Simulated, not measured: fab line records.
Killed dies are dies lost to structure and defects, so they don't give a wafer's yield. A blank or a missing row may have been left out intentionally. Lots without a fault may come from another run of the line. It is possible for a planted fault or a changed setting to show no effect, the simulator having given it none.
One fault through the eyes of 2 desks | flow berkeleyCmos170 | each desk has only its own numbers; what lay behind them comes last

== AT THE TOOL OWNER'S DESK: implanter-01 ==
UCB170_NWELL_IMPLANT_14, tool's own readings: per-lot mean of the sampled wafers with a number, covering each lot this tool ran. Any lot whose mean is over 4 standard deviations away from the usual mean is out of limits and marked OUT; that distance is given in the brackets.
Columns: A = doseIonsCm2 at UCB170_NWELL_IMPLANT_14, usual 1e+13; B = faradayCurrentUA at UCB170_NWELL_IMPLANT_14, usual 31.7
lot  | first seen here | A                       | B
L661 | day 3 02:29     | 1e+13                   | 32.6
L666 | day 3 23:02     | 1e+13                   | 32.1
L668 | day 4 18:24     | 1e+13                   | 32.4
L669 | day 5 02:44     | 1e+13                   | 32.1
L671 | day 5 12:47     | 1e+13 (+99 or more) OUT | 34.8 (+4.6) OUT
L676 | day 6 05:29     | 1e+13 (+99) OUT         | 35.2 (+5.1) OUT
This desk's verdict: out of limits on L671, L676, starting with L671 at day 5 12:47 (doseIonsCm2 at UCB170_NWELL_IMPLANT_14). L661, L666, L668, L669 stayed within limits.

== FROM THE METROLOGY DESK ==
Means of the sampled wafers that have a number, per lot and without regard to the tool the lot ran on: this is what the gauges read. Any lot whose mean is over 4 standard deviations away from the usual mean is out of limits and marked OUT; that distance is given in the brackets.
Columns: A = NWELL_TW at UCB170_NWELL_TW_MEAS_16, usual 1254; B = V1_BOW at UCB170_V1_BOW_MEAS_03, usual 17 um; C = cdNm at UCB170_V2_CD_MEAS_12, usual 700.1 nm
lot  | first seen here | A               | B  | C
L661 | day 3 02:44     | 1254            | 20 | 701.3
L663 | day 3 11:25     | 1259            | 20 | 700.5
L664 | day 3 17:35     | 1257            | 17 | 700.9
L665 | day 3 17:44     | 1273            | 16 | 701.2
L666 | day 3 23:17     | 1235            | 16 | 702.7
L668 | day 4 18:39     | 1248            | 16 | 700.8
L669 | day 5 02:59     | 1250            | 19 | 698.0
L670 | day 5 03:25     | 1249            | 20 | 702.7
L672 | day 5 12:46     | 1233            | 10 | 697.5
L671 | day 5 13:02     | 1275            | 18 | 698.2
L673 | day 5 22:10     | 1249            | 20 | 699.1
L676 | day 6 05:50     | 1310 (+4.3) OUT | 17 | 698.2
L680 | day 7 01:49     | 1263            | 23 | 699.7
L681 | day 7 12:10     | 1249            | 25 | 700.9
Per this desk, out of limits: L676; the first was L676, day 6 05:50 (NWELL_TW at UCB170_NWELL_TW_MEAS_16). L661, L663, L664, L665, L666, L668, L669, L670, L672, L671, L673, L680, L681 stayed within limits.

== PUT TOGETHER ==
At day 5 12:47, on L671, L676, the tool owner's desk was in a position to raise an alarm.
On L676, the metrology desk was in a position to raise an alarm at day 6 05:50.
The metrology desk holds a record of L671, inside its limits.
All the named lots went through UCB170_NWELL_IMPLANT_14 on implanter-01.

== WHAT HAD BEEN PUT IN BY THE SIMULATOR ==
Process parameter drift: implanter-01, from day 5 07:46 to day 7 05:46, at UCB170_NWELL_IMPLANT_14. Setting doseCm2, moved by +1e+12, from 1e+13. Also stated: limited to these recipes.
Lots struck among those shown: L671, L676.
Fault start to first reading out of limits, in hours, per desk: tool owner, 5; metrology, 22.
